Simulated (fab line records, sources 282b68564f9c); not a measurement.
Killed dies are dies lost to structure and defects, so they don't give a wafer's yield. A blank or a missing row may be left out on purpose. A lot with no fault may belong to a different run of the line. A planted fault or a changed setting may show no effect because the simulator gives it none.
fab line records + flow rit_cmos
record:
- lots: 7
- wafers: 21
- last_day: 7
route steps=202 shown PSD@150 SDANNEAL@153 NSD@158 PLDD@159 NLDD@160 SILICIDE@161 M1@202
lots with no fault: from the same line, run without faults
start_h: start of the lot's first displayed wafer, in hours after the record's first day + wait_h: time in hours since the lot's previous step + " identical to the entry in the row above + L1.1+2: a single row standing in for several wafers + - no value, or no start was given + * or withheld: withheld + < > ~ a bound
route shown NAME@n: names a module that has steps shown in the file, with the first one's number in the route + usual: mean and standard deviation over wafers with no fault + same: alike in all rows + chamber/n: place in a boat + sites: readings site by site + _std_site: the standard deviation of these + _edge_site: outer sites' mean less inner sites' + radius_mm: how far each site lies from the wafer's centre + mask NAME#n: copy n + behind: the most recent tool/chamber to have shaped the wafer + hold: why the lot went on hold/how many hours it stayed there/how the hold came to an end + device: transistor that didn't switch, given as n, p or np + end of line: at the end of the route, the tests of the same wafers + where a step has no rows: the recipe by itself + killed: the dies lost at the first sort to structure and to defects; this is not the yield of the wafer + map: the dies of a wafer, with x for killed, . for not killed, _ for no die there
set.NAME: the setting that was run; set.NAME@STEP: the one run at that earlier step + model.NAME: the simulator's own value behind a step, which no gauge read
a table for each step, a row for each wafer; lots at some steps of the route
services: when a tool's chamber went out of use (start_h, in hours from the record's first day, below 0 if earlier), for how many hours, and the reason
== steps ==
step: RIT_PSD_IMPLANT_08
recipe:
- species: BF2
- energy_kev: 27
- dose_cm2: 5e+15
- tilt_deg: 7
step: RIT_PSD_STRIP_09
recipe:
- chemistry: O2
- time_s: 180
- resist: NOVOLAK
- platen_temp_c: withheld
- power_w: 500
- pressure_mtorr: 4000
- o2_flow_sccm: 4000
usual:
- drypump_motor_current_A: 5.5/0.47
- rf_refl_power_W: 6.7/1.5
| lot.wafer | tool            | chamber | start_h | wait_h | drypump_motor_current_A | rf_hours_counter_h | rf_refl_power_W |
|-----------|-----------------|---------|---------|--------|-------------------------|--------------------|-----------------|
| L203.1    | plasma_asher-02 | 1       | 83.22   | 0.1    | 4.9                     | 27                 | 5.6             |
| L203.2    | "               | 0       | "       | "      | 6.1                     | 27                 | 4.7             |
| L203.6    | "               | 0       | "       | "      | 6.1                     | -                  | 4.7             |
| L206.1    | plasma_asher-03 | 1       | 98.65   | 0.1    | 4.8                     | 48                 | 8.5             |
| L206.5    | "               | 1       | "       | "      | 4.8                     | -                  | 8.7             |
| L206.6    | "               | 0       | "       | "      | 5.8                     | -                  | 5.1             |
| L209.1    | plasma_asher-02 | 0       | 115.75  | 0.1    | 6.1                     | 31                 | 4.4             |
| L209.5    | "               | 1       | "       | "      | 4.9                     | -                  | 5.7             |
| L209.6    | "               | 0       | "       | "      | 6.1                     | -                  | 4.9             |
| L210.2    | plasma_asher-04 | 1       | 118.98  | 0.1    | 5.7                     | 0                  | 7.3             |
| L210.3    | "               | 0       | "       | "      | 5.9                     | -                  | 7.7             |
| L210.6    | "               | 1       | "       | "      | 5.7                     | -                  | 7.3             |
| L212.2    | plasma_asher-03 | 1       | 128.03  | 0.1    | 4.8                     | 51                 | 8.5             |
| L212.4    | "               | 1       | "       | "      | 4.8                     | -                  | 8.4             |
| L212.6    | "               | 0       | "       | "      | 5.8                     | -                  | 5.0             |
| L217.3    | plasma_asher-04 | 1       | 154.29  | 0.1    | 5.7                     | -                  | 7.5             |
| L217.4    | "               | 0       | "       | "      | 6.0                     | -                  | 7.8             |
| L217.6    | "               | 1       | "       | "      | 5.7                     | -                  | 7.4             |
| L219.1    | plasma_asher-02 | 1       | 165.60  | 0.1    | 4.9                     | 37                 | 5.9             |
| L219.3    | "               | 1       | "       | "      | 4.9                     | -                  | 5.9             |
| L219.6    | "               | 1       | "       | "      | 4.9                     | -                  | 5.3             |
step: RIT_PSD_TW_MEAS_10
usual:
- PSD_TW: 3392/59
| lot.wafer | tool          | chamber | start_h | wait_h | PSD_TW |
|-----------|---------------|---------|---------|--------|--------|
| L203.1    | film_metro-02 | -       | 83.40   | 0.1    | 3462   |
| L203.2    | "             | -       | "       | "      | 3464   |
| L203.6    | "             | -       | "       | "      | 3454   |
| L206.1    | film_metro-01 | -       | 98.82   | 0.1    | 3337   |
| L206.5    | "             | -       | "       | "      | 3339   |
| L206.6    | "             | -       | "       | "      | 3320   |
| L209.1    | film_metro-04 | -       | 115.93  | 0.1    | 3471   |
| L209.5    | "             | -       | "       | "      | 3454   |
| L209.6    | "             | -       | "       | "      | 3488   |
| L210.2    | film_metro-01 | -       | 119.17  | 0.1    | 3326   |
| L210.3    | "             | -       | "       | "      | 3334   |
| L210.6    | "             | -       | "       | "      | 3330   |
| L212.2    | film_metro-01 | -       | 128.21  | 0.1    | 3337   |
| L212.4    | "             | -       | "       | "      | 3345   |
| L212.6    | "             | -       | "       | "      | 3332   |
| L217.3    | film_metro-01 | -       | 154.43  | 0.1    | 3346   |
| L217.4    | "             | -       | "       | "      | 3341   |
| L217.6    | "             | -       | "       | "      | 3348   |
| L219.1    | film_metro-01 | -       | 165.78  | 0.1    | 3347   |
| L219.3    | "             | -       | "       | "      | 3346   |
| L219.6    | "             | -       | "       | "      | 3351   |
step: RIT_SDANNEAL_CLEAN_00
recipe:
- chemistry: SC1
- mix: 3:3:50
- time_s: 600
- temp_c: 75
step: RIT_SDANNEAL_CLEAN_01
recipe:
- chemistry: dHF
- dilution: 50:1
- time_s: 30
step: RIT_SDANNEAL_CLEAN_02
recipe:
- chemistry: SC2
- mix: 3:3:50
- time_s: 600
- temp_c: 75
- dry: n2_spin
step: RIT_SDANNEAL_RTA_03
recipe:
- temp_c: 1050
- time_s: 5
- idle_temp_c: 600
- ramp_up_c_per_s: 342
- ramp_down_c_per_s: 171
- cool_to_c: 600
- ambient: N2
usual:
- ramp_down_c_per_s: 171.00/0.032
- wafer_temp_C_max: 1053.6/1.2
| lot.wafer | tool          | chamber | start_h | wait_h | ramp_down_c_per_s | wafer_temp_C_max |
|-----------|---------------|---------|---------|--------|-------------------|------------------|
| L203.1    | rtp_anneal-01 | 0       | 83.86   | 0.0    | 171.04            | 1054.3           |
| L203.2    | "             | 0       | "       | "      | 170.95            | 1054.8           |
| L203.6    | "             | 0       | "       | "      | 170.97            | 1053.5           |
| L206.1    | rtp_anneal-02 | 0       | 99.28   | 0.0    | 170.99            | 1054.0           |
| L206.5    | "             | 0       | "       | "      | 170.98            | 1053.2           |
| L206.6    | "             | 0       | "       | "      | 170.99            | 1053.7           |
| L209.1    | rtp_anneal-01 | 0       | 116.36  | 0.0    | 171.02            | 1053.4           |
| L209.5    | "             | 0       | "       | "      | 171.05            | 1053.7           |
| L209.6    | "             | 0       | "       | "      | 171.00            | 1055.1           |
| L210.2    | rtp_anneal-02 | 0       | 119.64  | 0.0    | 170.97            | 1053.2           |
| L210.3    | "             | 0       | "       | "      | 170.96            | 1053.2           |
| L210.6    | "             | 0       | "       | "      | 170.98            | 1053.1           |
| L212.2    | rtp_anneal-02 | 0       | 128.64  | 0.0    | 171.00            | 1052.2           |
| L212.4    | "             | 0       | "       | "      | 171.00            | 1053.4           |
| L212.6    | "             | 0       | "       | "      | 171.00            | 1052.2           |
| L217.3    | rtp_anneal-01 | 0       | 154.86  | 0.0    | 170.99            | 1054.0           |
| L217.4    | "             | 0       | "       | "      | 171.03            | 1055.1           |
| L217.6    | "             | 0       | "       | "      | 171.02            | 1052.0           |
| L219.1    | rtp_anneal-01 | 0       | 166.21  | 0.0    | 170.99            | 1052.0           |
| L219.3    | "             | 0       | "       | "      | 170.96            | 1051.7           |
| L219.6    | "             | 0       | "       | "      | 171.03            | 1053.3           |
step: RIT_SDANNEAL_RS_MEAS_04
recipe:
- thk_meas_gauge: four-point-probe
usual:
- PSD_RS: 115.89/0.26
| lot.wafer | tool          | chamber | start_h | wait_h | PSD_RS[ohm/sq] |
|-----------|---------------|---------|---------|--------|----------------|
| L203.1    | film_metro-04 | -       | 83.92   | 0.0    | 115.71         |
| L203.2    | "             | -       | "       | "      | 115.69         |
| L203.6    | "             | -       | "       | "      | 115.88         |
| L206.1    | film_metro-02 | -       | 99.34   | 0.0    | 115.72         |
| L206.5    | "             | -       | "       | "      | 115.99         |
| L206.6    | "             | -       | "       | "      | 115.99         |
| L209.1    | film_metro-04 | -       | 116.41  | 0.0    | 115.51         |
| L209.5    | "             | -       | "       | "      | 115.95         |
| L209.6    | "             | -       | "       | "      | 115.64         |
| L210.2    | film_metro-01 | -       | 119.71  | 0.1    | 115.67         |
| L210.3    | "             | -       | "       | "      | 115.86         |
| L210.6    | "             | -       | "       | "      | 115.93         |
| L212.2    | film_metro-04 | -       | 128.71  | 0.1    | 116.44         |
| L212.4    | "             | -       | "       | "      | 116.11         |
| L212.6    | "             | -       | "       | "      | 115.95         |
| L217.3    | film_metro-04 | -       | 154.94  | 0.1    | 115.87         |
| L217.4    | "             | -       | "       | "      | 115.98         |
| L217.6    | "             | -       | "       | "      | 116.02         |
| L219.1    | film_metro-02 | -       | 166.26  | 0.0    | 115.78         |
| L219.3    | "             | -       | "       | "      | 115.91         |
| L219.6    | "             | -       | "       | "      | 115.84         |
step: RIT_SDANNEAL_RS_MEAS_05
recipe:
- thk_meas_gauge: four-point-probe
usual:
- NSD_RS: 84.52/0.3
| lot.wafer | tool          | chamber | start_h | wait_h | NSD_RS[ohm/sq] |
|-----------|---------------|---------|---------|--------|----------------|
| L203.1    | film_metro-04 | -       | 84.04   | 0.1    | 84.48          |
| L203.2    | "             | -       | "       | "      | 84.28          |
| L203.6    | "             | -       | "       | "      | 84.14          |
| L206.1    | film_metro-02 | -       | 99.46   | 0.1    | 84.90          |
| L206.5    | "             | -       | "       | "      | 84.70          |
| L206.6    | "             | -       | "       | "      | 84.96          |
| L209.1    | film_metro-04 | -       | 116.53  | 0.1    | 84.54          |
| L209.5    | "             | -       | "       | "      | 84.54          |
| L209.6    | "             | -       | "       | "      | 84.31          |
| L210.2    | film_metro-01 | -       | 119.83  | 0.1    | 84.39          |
| L210.3    | "             | -       | "       | "      | 83.99          |
| L210.6    | "             | -       | "       | "      | 83.69          |
| L212.2    | film_metro-04 | -       | 128.83  | 0.1    | 84.38          |
| L212.4    | "             | -       | "       | "      | 84.51          |
| L212.6    | "             | -       | "       | "      | 84.62          |
| L217.3    | film_metro-04 | -       | 155.06  | 0.1    | 84.54          |
| L217.4    | "             | -       | "       | "      | 84.33          |
| L217.6    | "             | -       | "       | "      | 84.47          |
| L219.1    | film_metro-02 | -       | 166.38  | 0.1    | 84.64          |
| L219.3    | "             | -       | "       | "      | 84.28          |
| L219.6    | "             | -       | "       | "      | 84.64          |
step: RIT_SDANNEAL_RS_MEAS_06
recipe:
- thk_meas_gauge: four-point-probe
usual:
- PLDD_RS: 178.6/0.51
| lot.wafer | tool          | chamber | start_h | wait_h | PLDD_RS[ohm/sq] |
|-----------|---------------|---------|---------|--------|-----------------|
| L203.1    | film_metro-04 | -       | 84.16   | 0.1    | 178.8           |
| L203.2    | "             | -       | "       | "      | 179.5           |
| L203.6    | "             | -       | "       | "      | 178.8           |
| L206.1    | film_metro-02 | -       | 99.58   | 0.1    | 178.8           |
| L206.5    | "             | -       | "       | "      | 178.8           |
| L206.6    | "             | -       | "       | "      | 178.4           |
| L209.1    | film_metro-04 | -       | 116.65  | 0.1    | 178.8           |
| L209.5    | "             | -       | "       | "      | 178.8           |
| L209.6    | "             | -       | "       | "      | 178.5           |
| L210.2    | film_metro-01 | -       | 119.95  | 0.1    | 178.6           |
| L210.3    | "             | -       | "       | "      | 179.2           |
| L210.6    | "             | -       | "       | "      | 179.1           |
| L212.2    | film_metro-04 | -       | 128.95  | 0.1    | 179.1           |
| L212.4    | "             | -       | "       | "      | 179.1           |
| L212.6    | "             | -       | "       | "      | 178.8           |
| L217.3    | film_metro-04 | -       | 155.18  | 0.1    | 178.7           |
| L217.4    | "             | -       | "       | "      | 179.4           |
| L217.6    | "             | -       | "       | "      | 178.5           |
| L219.1    | film_metro-02 | -       | 166.50  | 0.1    | 178.3           |
| L219.3    | "             | -       | "       | "      | 178.7           |
| L219.6    | "             | -       | "       | "      | 179.2           |
step: RIT_SDANNEAL_RS_MEAS_07
recipe:
- thk_meas_gauge: four-point-probe
usual:
- NLDD_RS: 151.8/0.59
| lot.wafer | tool          | chamber | start_h | wait_h | NLDD_RS[ohm/sq] |
|-----------|---------------|---------|---------|--------|-----------------|
| L203.1    | film_metro-04 | -       | 84.28   | 0.1    | 152.5           |
| L203.2    | "             | -       | "       | "      | 153.0           |
| L203.6    | "             | -       | "       | "      | 152.4           |
| L206.1    | film_metro-02 | -       | 99.70   | 0.1    | 150.8           |
| L206.5    | "             | -       | "       | "      | 151.7           |
| L206.6    | "             | -       | "       | "      | 150.7           |
| L209.1    | film_metro-04 | -       | 116.77  | 0.1    | 152.1           |
| L209.5    | "             | -       | "       | "      | 152.1           |
| L209.6    | "             | -       | "       | "      | 151.9           |
| L210.2    | film_metro-01 | -       | 120.07  | 0.1    | 151.7           |
| L210.3    | "             | -       | "       | "      | 151.9           |
| L210.6    | "             | -       | "       | "      | 152.0           |
| L212.2    | film_metro-04 | -       | 129.07  | 0.1    | 152.0           |
| L212.4    | "             | -       | "       | "      | 151.8           |
| L212.6    | "             | -       | "       | "      | 151.6           |
| L217.3    | film_metro-04 | -       | 155.30  | 0.1    | 151.8           |
| L217.4    | "             | -       | "       | "      | 152.5           |
| L217.6    | "             | -       | "       | "      | 152.6           |
| L219.1    | film_metro-02 | -       | 166.62  | 0.1    | 151.3           |
| L219.3    | "             | -       | "       | "      | 151.4           |
| L219.6    | "             | -       | "       | "      | 151.4           |
step: RIT_SILICIDE_WET_ETCH_00
recipe:
- chemistry: BOE
- target: SiO2
- target_depth_nm: 14
- time_s: 15
- dry: n2_spin
- dilution: 10:1
- temp_c: 21.5
step: RIT_SILICIDE_SPUTTER_01
recipe:
- material: Ti
- target_thk_nm: 30
- power_w: 350
- chamber_pressure_pa: 0.667
- gas: Ar
- time_s: 240
- substrate_temp_c: 25
usual:
- throttle_valve_pct: 29.9/1
| lot.wafer | tool           | chamber | start_h | wait_h | throttle_valve_pct |
|-----------|----------------|---------|---------|--------|--------------------|
| L203.1    | pvd_sputter-04 | -       | 84.41   | 0.0    | 29.7               |
| L203.2    | "              | -       | "       | "      | 30.9               |
| L203.6    | "              | -       | "       | "      | 29.3               |
| L206.1    | pvd_sputter-02 | -       | 99.83   | 0.0    | 30.3               |
| L206.5    | "              | -       | "       | "      | 29.8               |
| L206.6    | "              | -       | "       | "      | 30.0               |
| L209.1    | pvd_sputter-04 | -       | 116.91  | 0.0    | 29.6               |
| L209.5    | "              | -       | "       | "      | 29.3               |
| L209.6    | "              | -       | "       | "      | 29.6               |
| L210.2    | pvd_sputter-04 | -       | 120.18  | 0.0    | 29.5               |
| L210.3    | "              | -       | "       | "      | 29.2               |
| L210.6    | "              | -       | "       | "      | 29.7               |
| L212.2    | pvd_sputter-04 | -       | 129.18  | 0.0    | 29.5               |
| L212.4    | "              | -       | "       | "      | 30.9               |
| L212.6    | "              | -       | "       | "      | 29.6               |
| L217.3    | pvd_sputter-01 | -       | 155.39  | 0.0    | 28.6               |
| L217.4    | "              | -       | "       | "      | 30.9               |
| L217.6    | "              | -       | "       | "      | 28.9               |
| L219.1    | pvd_sputter-01 | -       | 166.76  | 0.0    | 28.6               |
| L219.3    | "              | -       | "       | "      | 31.2               |
| L219.6    | "              | -       | "       | "      | 28.5               |
step: RIT_SILICIDE_RS_MEAS_02
recipe:
- thk_meas_gauge: four-point-probe
- reads: Ti_of_SILICIDE_SPUTTER_01
usual:
- SILICIDE_TI_RS: 47.6/0.51
| lot.wafer | tool          | chamber | start_h | wait_h | SILICIDE_TI_RS[ohm/sq] |
|-----------|---------------|---------|---------|--------|------------------------|
| L203.1    | film_metro-01 | -       | 84.56   | 0.1    | 47.1                   |
| L203.2    | "             | -       | "       | "      | 47.1                   |
| L203.6    | "             | -       | "       | "      | 47.8                   |
| L206.1    | film_metro-03 | -       | 99.98   | 0.1    | 47.8                   |
| L206.5    | "             | -       | "       | "      | 47.9                   |
| L206.6    | "             | -       | "       | "      | 47.5                   |
| L209.1    | film_metro-04 | -       | 117.06  | 0.1    | 66.0                   |
| L209.5    | "             | -       | "       | "      | 66.0                   |
| L209.6    | "             | -       | "       | "      | 66.5                   |
| L210.2    | film_metro-04 | -       | 120.35  | 0.1    | 65.4                   |
| L210.3    | "             | -       | "       | "      | 64.2                   |
| L210.6    | "             | -       | "       | "      | 64.6                   |
| L212.2    | film_metro-01 | -       | 129.37  | 0.1    | 66.3                   |
| L212.4    | "             | -       | "       | "      | 66.8                   |
| L212.6    | "             | -       | "       | "      | 64.8                   |
| L217.3    | film_metro-01 | -       | 155.58  | 0.1    | 47.5                   |
| L217.4    | "             | -       | "       | "      | 47.8                   |
| L217.6    | "             | -       | "       | "      | 47.5                   |
| L219.1    | film_metro-03 | -       | 166.91  | 0.1    | 48.5                   |
| L219.3    | "             | -       | "       | "      | 47.9                   |
| L219.6    | "             | -       | "       | "      | 48.2                   |
step: RIT_SILICIDE_THK_MEAS_03
recipe:
- thk_meas_gauge: xrf
- reads: Ti_of_SILICIDE_SPUTTER_01
usual:
- SILICIDE_TI_THK: 30.31/0.27
| lot.wafer | tool          | chamber | start_h | wait_h | SILICIDE_TI_THK[nm] |
|-----------|---------------|---------|---------|--------|---------------------|
| L203.1    | film_metro-01 | -       | 84.68   | 0.1    | 30.41               |
| L203.2    | "             | -       | "       | "      | 30.34               |
| L203.6    | "             | -       | "       | "      | 30.06               |
| L206.1    | film_metro-03 | -       | 100.10  | 0.1    | 30.22               |
| L206.5    | "             | -       | "       | "      | 30.32               |
| L206.6    | "             | -       | "       | "      | 30.41               |
| L209.1    | film_metro-04 | -       | 117.18  | 0.1    | 25.01               |
| L209.5    | "             | -       | "       | "      | 25.00               |
| L209.6    | "             | -       | "       | "      | 24.90               |
| L210.2    | film_metro-04 | -       | 120.46  | 0.1    | 25.15               |
| L210.3    | "             | -       | "       | "      | 25.52               |
| L210.6    | "             | -       | "       | "      | 25.45               |
| L212.2    | film_metro-01 | -       | 129.48  | 0.1    | 24.87               |
| L212.4    | "             | -       | "       | "      | 24.81               |
| L212.6    | "             | -       | "       | "      | 25.19               |
| L217.3    | film_metro-01 | -       | 155.68  | 0.1    | 30.38               |
| L217.4    | "             | -       | "       | "      | 30.03               |
| L217.6    | "             | -       | "       | "      | 30.22               |
| L219.1    | film_metro-03 | -       | 167.03  | 0.1    | 29.92               |
| L219.3    | "             | -       | "       | "      | 30.28               |
| L219.6    | "             | -       | "       | "      | 30.07               |
step: RIT_SILICIDE_RTA_04
recipe:
- temp_c: 650
- time_s: 10
- idle_temp_c: 25
- ramp_up_s: 5
- ramp_down_s: 5
- cool_to_c: 25
- ambient: N2
usual:
- wafer_temp_C_max: 653.3/0.64
| lot.wafer | tool          | chamber | start_h | wait_h | wafer_temp_C_max |
|-----------|---------------|---------|---------|--------|------------------|
| L203.1    | rtp_anneal-02 | 0       | 84.74   | 0.1    | 653.4            |
| L203.2    | "             | 0       | "       | "      | 652.7            |
| L203.6    | "             | 0       | "       | "      | 652.6            |
| L206.1    | rtp_anneal-01 | 0       | 100.16  | 0.1    | 654.9            |
| L206.5    | "             | 0       | "       | "      | 653.1            |
| L206.6    | "             | 0       | "       | "      | 653.2            |
| L209.1    | rtp_anneal-02 | 0       | 117.24  | 0.1    | 652.7            |
| L209.5    | "             | 0       | "       | "      | 653.2            |
| L209.6    | "             | 0       | "       | "      | 652.5            |
| L210.2    | rtp_anneal-01 | 0       | 120.52  | 0.1    | 653.5            |
| L210.3    | "             | 0       | "       | "      | 653.0            |
| L210.6    | "             | 0       | "       | "      | 653.4            |
| L212.2    | rtp_anneal-01 | 0       | 129.54  | 0.1    | 652.5            |
| L212.4    | "             | 0       | "       | "      | 653.5            |
| L212.6    | "             | 0       | "       | "      | 652.6            |
| L217.3    | rtp_anneal-02 | 0       | 155.74  | 0.1    | 652.5            |
| L217.4    | "             | 0       | "       | "      | 652.6            |
| L217.6    | "             | 0       | "       | "      | 652.9            |
| L219.1    | rtp_anneal-02 | 0       | 167.09  | 0.1    | 652.9            |
| L219.3    | "             | 0       | "       | "      | 654.5            |
| L219.6    | "             | 0       | "       | "      | 653.7            |
step: RIT_M1_PROBE_99
usual:
- killed_at_contacts: 0.1/0.32
- killed_at_front_end: 7/3
- killed_dies: 7/3
- killed_open: 3.4/2.2
- killed_short: 3.3/1.8
same:
- gross_dies: 264
- killed_at_M0_to_M3: 0
- killed_at_M4_up: 0
- killed_at_back_side: 0
- killed_at_other: 0
| lot.wafer | tool      | chamber | start_h | wait_h | killed_at_contacts | killed_at_front_end | killed_dies | killed_open | killed_short |
|-----------|-----------|---------|---------|--------|--------------------|---------------------|-------------|-------------|--------------|
| L212.2    | prober-01 | -       | 136.12  | 0.1    | 0                  | 6                   | 6           | 4           | 2            |
| L212.4    | prober-01 | -       | 136.22  | 0.2    | 0                  | 6                   | 6           | 3           | 3            |
| L212.6    | prober-01 | -       | 136.32  | 0.2    | 0                  | 6                   | 6           | 3           | 3            |
| L217.3    | prober-02 | -       | 162.25  | 0.2    | 1                  | 11                  | 12          | 6           | 6            |
| L217.4    | prober-02 | -       | 162.30  | 0.2    | 0                  | 3                   | 3           | 1           | 2            |
| L217.6    | prober-02 | -       | 162.40  | 0.2    | 0                  | 12                  | 12          | 3           | 9            |
killed by level:class
L212.2 SILICIDE:geometric_particle:open=2 SPACER:geometric_particle:short=1 GATE:geometric_particle:open=1 REOX:geometric_particle:open=1 SILICIDE:geometric_particle:short=1
L212.4 GATE:geometric_particle:open=2 GATE:geometric_particle:short=2 SILICIDE:geometric_particle:open=1 SILICIDE:geometric_particle:short=1
L212.6 FOX1:geometric_particle:short=1 FOX1:geometric_particle:open=1 GATE:geometric_particle:open=1 SPACER:geometric_particle:open=1 SPACER:geometric_particle:short=1 SILICIDE:geometric_particle:short=1
L217.3 GATE:geometric_particle:short=4 GATE:geometric_particle:open=2 SILICIDE:geometric_particle:open=2 FOX2:geometric_particle:open=1 FOX2:geometric_particle:short=1 SPACER:geometric_particle:short=1 CONTACT:geometric_particle:open=1
L217.4 GATE:geometric_particle:open=1 SPACER:geometric_particle:short=1 SILICIDE:geometric_particle:short=1
L217.6 GATE:geometric_particle:short=4 FOX2:geometric_particle:short=2 SILICIDE:geometric_particle:short=2 SILICIDE:geometric_particle:open=2 GATE:geometric_particle:open=1 SPACER:geometric_particle:short=1
== services ==
| tool            | chamber | start_h | hours | kind       |
|-----------------|---------|---------|-------|------------|
| pvd_sputter-02  | -       | 68.49   | 3.0   | repair     |
| plasma_asher-04 | -       | 108.75  | 9.0   | pm         |
| plasma_asher-04 | 0       | 108.75  | 9.0   | vent_cycle |
| plasma_asher-04 | 1       | 108.75  | 9.0   | vent_cycle |
| pvd_sputter-01  | -       | 117.27  | 6.6   | repair     |
| plasma_asher-04 | 0       | 117.75  | -     | clean      |
| plasma_asher-04 | 1       | 117.75  | -     | clean      |
| plasma_asher-03 | -       | 145.22  | 4.3   | pm         |
== key ==
first_sign:
- step: RIT_SILICIDE_RS_MEAS_02
- reading: SILICIDE_TI_RS
- direction: up
- sigmas: 35
- usual: 47.6
- struck: 65.6
effect:
- step: RIT_SILICIDE_THK_MEAS_03
- reading: SILICIDE_TI_THK
- direction: down
- sigmas: 20
- usual: 30.31
- struck: 25.10
met_at RIT_SILICIDE_SPUTTER_01
struck_wafers L209.1,L209.5,L209.6,L210.2,L210.3,L210.6,L212.2,L212.4,L212.6
tester_left_out L209,L210,L212
onset_between 84.41 116.91
fault:
- kind: site_profile_drift
- tool: pvd_sputter-04
- chamber: -
- onset_h: 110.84
- steps: RIT_SILICIDE_SPUTTER_01
- basis: fraction
- max_abs_drift: 0.38842
- slope_share_per_hr: 86.316
- site_pattern: 0,0,0,0,0,-1,-1,-1,-1
tester_left_out: of these lots the tester's yield and bins aren't shown, on N5 and GAA mostly nor the transistor test; their killed dies are dies lost to structure and defects alone, not to doping, threshold or leakage, so they don't give the yield
